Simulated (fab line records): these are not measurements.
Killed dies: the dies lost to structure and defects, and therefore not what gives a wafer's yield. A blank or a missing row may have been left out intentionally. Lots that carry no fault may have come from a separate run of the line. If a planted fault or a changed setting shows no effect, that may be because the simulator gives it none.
A sampling plan put to the test | flow berkeley-cmos170 | one fab line, 31 faults that these records tell of, each judged on the records of the lots that it struck
The plan is the line's own looks: the steps of the route at which a gauge or an inspection reads the wafer and doesn't change it. A look is open to judgement when struck wafers have a number at it and the file gives its usual mean and standard deviation on fault-free wafers. Caught: at a look after the fault's first step, the mean of the struck wafers lies 4 or more of those standard deviations (sigma) from the usual mean. On the tool: the test repeated on the tool's own readings taken at the fault's steps. Also counted as caught: the struck wafers showing another recipe, or a record that is empty for them alone.

THE FAULTS, as the simulator had put them in
1. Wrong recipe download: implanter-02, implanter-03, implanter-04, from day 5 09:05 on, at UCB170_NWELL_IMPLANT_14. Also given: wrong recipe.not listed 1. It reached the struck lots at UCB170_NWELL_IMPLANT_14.
2. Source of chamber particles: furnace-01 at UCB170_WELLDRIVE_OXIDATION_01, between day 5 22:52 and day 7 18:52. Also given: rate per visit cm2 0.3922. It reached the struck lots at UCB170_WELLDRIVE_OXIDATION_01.
3. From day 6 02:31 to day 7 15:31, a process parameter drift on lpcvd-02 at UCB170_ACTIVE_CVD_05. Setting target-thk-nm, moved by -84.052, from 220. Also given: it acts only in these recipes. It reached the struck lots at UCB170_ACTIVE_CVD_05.
4. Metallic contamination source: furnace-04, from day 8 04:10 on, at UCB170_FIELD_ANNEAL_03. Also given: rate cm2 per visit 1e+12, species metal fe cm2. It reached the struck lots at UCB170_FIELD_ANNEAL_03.
5. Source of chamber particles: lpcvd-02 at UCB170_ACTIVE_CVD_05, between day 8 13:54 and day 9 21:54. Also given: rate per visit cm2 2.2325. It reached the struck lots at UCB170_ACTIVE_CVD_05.
6. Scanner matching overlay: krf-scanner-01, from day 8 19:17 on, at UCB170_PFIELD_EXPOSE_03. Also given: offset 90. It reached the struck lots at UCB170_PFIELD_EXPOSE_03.
7. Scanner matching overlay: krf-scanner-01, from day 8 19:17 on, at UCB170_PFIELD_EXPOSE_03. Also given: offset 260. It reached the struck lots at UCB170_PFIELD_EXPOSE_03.
8. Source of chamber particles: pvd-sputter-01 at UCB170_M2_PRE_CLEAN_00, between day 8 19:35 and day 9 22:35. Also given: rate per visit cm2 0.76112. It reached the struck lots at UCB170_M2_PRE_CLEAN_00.
9. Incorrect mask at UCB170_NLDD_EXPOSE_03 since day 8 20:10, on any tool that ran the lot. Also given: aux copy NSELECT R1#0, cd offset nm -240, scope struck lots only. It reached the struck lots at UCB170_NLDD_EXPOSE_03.
10. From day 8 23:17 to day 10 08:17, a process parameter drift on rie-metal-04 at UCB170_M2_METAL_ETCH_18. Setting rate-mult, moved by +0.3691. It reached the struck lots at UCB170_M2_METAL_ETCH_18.
11. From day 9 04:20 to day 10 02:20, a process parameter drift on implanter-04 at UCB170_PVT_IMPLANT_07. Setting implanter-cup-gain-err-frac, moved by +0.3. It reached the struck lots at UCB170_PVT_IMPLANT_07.
12. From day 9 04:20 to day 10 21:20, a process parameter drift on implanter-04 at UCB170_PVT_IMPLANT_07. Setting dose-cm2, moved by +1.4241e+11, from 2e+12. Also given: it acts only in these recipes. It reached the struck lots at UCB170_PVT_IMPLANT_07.
13. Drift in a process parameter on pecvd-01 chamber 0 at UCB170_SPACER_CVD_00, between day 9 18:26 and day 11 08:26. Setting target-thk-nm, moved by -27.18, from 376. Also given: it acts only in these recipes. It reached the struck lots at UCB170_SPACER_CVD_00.
14. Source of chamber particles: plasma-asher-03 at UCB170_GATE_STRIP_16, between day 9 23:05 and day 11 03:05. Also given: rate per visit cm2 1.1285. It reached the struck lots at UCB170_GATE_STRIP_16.
15. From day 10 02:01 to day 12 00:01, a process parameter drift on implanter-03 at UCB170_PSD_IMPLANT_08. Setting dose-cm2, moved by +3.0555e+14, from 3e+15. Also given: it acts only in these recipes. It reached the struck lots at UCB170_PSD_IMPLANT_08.
16. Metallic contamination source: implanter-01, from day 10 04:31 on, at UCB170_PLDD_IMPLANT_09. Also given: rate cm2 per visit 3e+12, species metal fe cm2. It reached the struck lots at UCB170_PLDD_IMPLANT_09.
17. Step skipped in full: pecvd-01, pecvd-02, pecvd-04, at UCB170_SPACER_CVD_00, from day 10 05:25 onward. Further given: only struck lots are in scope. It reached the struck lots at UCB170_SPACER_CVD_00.
18. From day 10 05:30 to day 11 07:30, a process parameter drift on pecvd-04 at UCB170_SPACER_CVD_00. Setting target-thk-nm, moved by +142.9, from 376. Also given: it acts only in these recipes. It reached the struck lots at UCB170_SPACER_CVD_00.
19. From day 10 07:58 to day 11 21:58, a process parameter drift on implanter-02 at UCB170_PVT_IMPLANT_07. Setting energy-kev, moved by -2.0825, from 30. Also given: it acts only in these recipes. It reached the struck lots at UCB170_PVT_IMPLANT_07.
20. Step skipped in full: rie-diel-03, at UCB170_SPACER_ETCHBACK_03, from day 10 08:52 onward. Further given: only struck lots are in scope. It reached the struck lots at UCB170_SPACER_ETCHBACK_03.
21. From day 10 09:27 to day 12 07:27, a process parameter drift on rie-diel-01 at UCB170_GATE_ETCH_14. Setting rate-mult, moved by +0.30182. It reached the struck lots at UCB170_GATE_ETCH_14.
22. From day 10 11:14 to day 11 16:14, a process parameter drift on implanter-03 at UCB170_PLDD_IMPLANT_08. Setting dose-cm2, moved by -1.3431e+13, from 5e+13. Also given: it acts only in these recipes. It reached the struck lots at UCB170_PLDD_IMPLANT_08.
23. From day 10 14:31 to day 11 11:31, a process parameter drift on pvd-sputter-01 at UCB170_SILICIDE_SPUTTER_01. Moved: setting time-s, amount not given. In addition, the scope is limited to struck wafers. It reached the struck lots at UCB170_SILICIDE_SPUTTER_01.
24. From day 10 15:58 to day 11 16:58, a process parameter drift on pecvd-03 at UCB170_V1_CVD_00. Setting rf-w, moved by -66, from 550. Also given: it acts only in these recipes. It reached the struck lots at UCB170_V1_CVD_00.
25. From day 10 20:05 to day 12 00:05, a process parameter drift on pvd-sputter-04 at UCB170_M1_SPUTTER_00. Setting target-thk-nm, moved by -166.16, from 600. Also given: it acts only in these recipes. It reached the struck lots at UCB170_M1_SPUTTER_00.
26. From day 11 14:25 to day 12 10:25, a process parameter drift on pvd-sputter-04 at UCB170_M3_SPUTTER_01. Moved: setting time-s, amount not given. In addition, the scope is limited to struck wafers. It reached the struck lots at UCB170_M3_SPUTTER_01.
27. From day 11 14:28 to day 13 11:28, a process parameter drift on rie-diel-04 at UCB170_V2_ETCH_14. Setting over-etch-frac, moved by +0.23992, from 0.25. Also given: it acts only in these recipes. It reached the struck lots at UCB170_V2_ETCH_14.
28. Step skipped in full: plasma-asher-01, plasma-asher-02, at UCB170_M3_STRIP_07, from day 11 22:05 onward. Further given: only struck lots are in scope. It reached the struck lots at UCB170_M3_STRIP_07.
29. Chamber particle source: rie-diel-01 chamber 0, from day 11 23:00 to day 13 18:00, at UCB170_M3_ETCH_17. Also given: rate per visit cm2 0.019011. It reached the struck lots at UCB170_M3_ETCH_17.
30. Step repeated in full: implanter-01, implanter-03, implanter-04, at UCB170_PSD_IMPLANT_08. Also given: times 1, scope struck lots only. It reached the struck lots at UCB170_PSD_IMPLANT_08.
31. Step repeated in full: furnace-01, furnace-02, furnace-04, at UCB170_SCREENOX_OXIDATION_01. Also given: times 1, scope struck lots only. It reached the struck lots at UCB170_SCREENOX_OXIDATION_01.

WHAT THE PLAN SAW
fault | on the tool itself                               | first look that catches it                      | reading, sigma                                        | median hours from its first step to that look | hours from the fault's start to the first struck lot there | judged looks passed uncaught
1     | under 2 sigma                                    | UCB170_NWELL_TW_MEAS_16                         | NWELL_TW +86                                          | 0.2                                           | 3                                                          | 0
2     | under 2 sigma                                    | not the one look that can be judged after it    | -                                                     | -                                             | -                                                          | 1
3     | under 2 sigma                                    | UCB170_ACTIVE_THK_MEAS_06                       | ACTIVE_NITRIDE_THK -43                                | 1.9                                           | 7                                                          | 0
4     | under 2 sigma                                    | none of the 6 looks that can be judged after it | -                                                     | -                                             | -                                                          | 6
5     | under 2 sigma                                    | none of the 3 looks that can be judged after it | -                                                     | -                                             | -                                                          | 3
6     | no reading that can be judged                    | UCB170_PFIELD_OVL_MEAS_06                       | PFIELD_OVL +15                                        | 0.9                                           | 8                                                          | 0
7     | no reading that can be judged                    | UCB170_PFIELD_OVL_MEAS_06                       | PFIELD_OVL +45                                        | 0.9                                           | 8                                                          | 0
8     | no reading that can be judged                    | not the one look that can be judged after it    | -                                                     | -                                             | -                                                          | 1
9     | no reading that can be judged                    | UCB170_NLDD_CD_MEAS_06                          | cd-nm -99 or beyond                                   | 0.6                                           | 10                                                         | 0
10    | under 2 sigma                                    | UCB170_M2_CD_MEAS_90                            | cd-nm -8.5                                            | 0.3                                           | 5                                                          | 0
11    | faraday-current-uA +15 sigma                     | UCB170_PVT_TW_MEAS_09                           | PVT_TW -11                                            | 0.2                                           | 0                                                          | 0
12    | dose-ions-cm2 +57 sigma                          | not the one look that can be judged after it    | strongest: PVT_TW at UCB170_PVT_TW_MEAS_09, +3.6      | -                                             | -                                                          | 1
13    | under 2 sigma                                    | UCB170_SPACER_THK_MEAS_01                       | SPACER_TEOS_THK -6.3                                  | 0.1                                           | 11                                                         | 0
14    | under 2 sigma                                    | none of the 3 looks that can be judged after it | -                                                     | -                                             | -                                                          | 3
15    | dose-ions-cm2 +95 sigma                          | UCB170_PSD_TW_MEAS_10                           | PSD_TW +5.4                                           | 0.2                                           | 8                                                          | 0
16    | no reading that can be judged                    | none of the 7 looks that can be judged after it | -                                                     | -                                             | -                                                          | 7
17    | the tool's record is blank for the struck wafers | no look after it can be judged                  | -                                                     | -                                             | -                                                          | 0
18    | under 2 sigma                                    | UCB170_SPACER_THK_MEAS_01                       | SPACER_TEOS_THK +29                                   | 0.1                                           | 0                                                          | 0
19    | beam-energy-keV -99 or beyond sigma              | not the one look that can be judged after it    | strongest: PVT_TW at UCB170_PVT_TW_MEAS_09, -3.3      | -                                             | -                                                          | 1
20    | the tool's record is blank for the struck wafers | no look after it can be judged                  | -                                                     | -                                             | -                                                          | 0
21    | oes-product-au +8.6 sigma                        | no look after it can be judged                  | -                                                     | -                                             | -                                                          | 0
22    | dose-ions-cm2 -99 or beyond sigma                | UCB170_PLDD_TW_MEAS_11                          | PLDD_TW -6.6                                          | 0.4                                           | 6                                                          | 0
23    | under 2 sigma                                    | UCB170_SILICIDE_RS_MEAS_02                      | SILICIDE_TI_RS +23                                    | 0.1                                           | 0                                                          | 0
24    | rf-fwd-power-W -39 sigma                         | not the one look that can be judged after it    | strongest: V1_TEOS_THK at UCB170_V1_THK_MEAS_01, -3.0 | -                                             | -                                                          | 1
25    | under 2 sigma                                    | UCB170_M1_RS_MEAS_01                            | M1_AL_RS +35                                          | 0.1                                           | 1                                                          | 0
26    | under 2 sigma                                    | UCB170_M3_RS_MEAS_02                            | M3_AL_RS -20                                          | 0.1                                           | 1                                                          | 0
27    | oes-product-au -5.8 sigma                        | not the one look that can be judged after it    | -                                                     | -                                             | -                                                          | 1
28    | no reading that can be judged                    | no look after it can be judged                  | -                                                     | -                                             | -                                                          | 0
29    | under 2 sigma                                    | none of the 2 looks that can be judged after it | -                                                     | -                                             | -                                                          | 2
30    | no reading that can be judged                    | UCB170_PSD_TW_MEAS_10                           | PSD_TW +37                                            | 0.6                                           | -                                                          | 0
31    | under 2 sigma                                    | UCB170_SCREENOX_THK_MEAS_02                     | SCREENOX_OXIDE_THK +37                                | 4.7                                           | -                                                          | 0
A dash: the fault is not caught, or the number is missing from these records.

Caught at a look: 16 of 31. Caught on the tool: 10 of 31. By one or the other: 23 of 31.
Faults caught by the tool alone: 12, 17, 19, 20, 21, 24, 27.
Caught at a look alone: faults 1, 3, 6, 7, 9, 10, 13, 18, 23, 25, 26, 30, 31.
Caught by neither: faults 2, 4, 5, 8, 14, 16, 28, 29.

THINNER SAMPLING
If the look that catches a fault measured only every second or every third lot, by lot number, the first struck lot would be measured this late in the worst case:
fault | struck lots at that look, in order of time | every lot | every second lot | every third lot
1     | L683, L685, L684, L686                     | 3 h       | 9 h              | 9 h
3     | L120, L121, L122                           | 7 h       | 7 h              | 7 h
6     | L368, L369, L370                           | 8 h       | 13 h             | 30 h
7     | L887, L888, L889                           | 8 h       | 13 h             | 30 h
9     | L223                                       | 10 h      | may miss it      | may miss it
10    | L450, L452                                 | 5 h       | may miss all 2   | may miss all 2
11    | L624, L628                                 | 0 h       | may miss all 2   | may miss all 2
13    | L358, L359                                 | 11 h      | 15 h             | may miss all 2
15    | L144, L147                                 | 8 h       | 14 h             | may miss all 2
18    | L454, L460                                 | 0 h       | may miss all 2   | may miss all 2
22    | L311, L314, L315                           | 6 h       | 17 h             | may miss all 3
23    | L564, L569                                 | 0 h       | 18 h             | may miss all 2
25    | L211, L212                                 | 1 h       | 6 h              | may miss all 2
26    | L581, L584                                 | 1 h       | 14 h             | may miss all 2
Hours are from the fault's start to the first struck lot that is measured. The test against the limit of 4 sigma pooled every struck wafer, which means one lot taken alone may stay below that limit. Other struck lots may not be in these records.

THE LONGEST TIMED WAY FROM STEP TO LOOK
Fault 31: a median of 4.7 hours passes between UCB170_SCREENOX_OXIDATION_01 and UCB170_SCREENOX_THK_MEAS_02. No look between them can be judged.
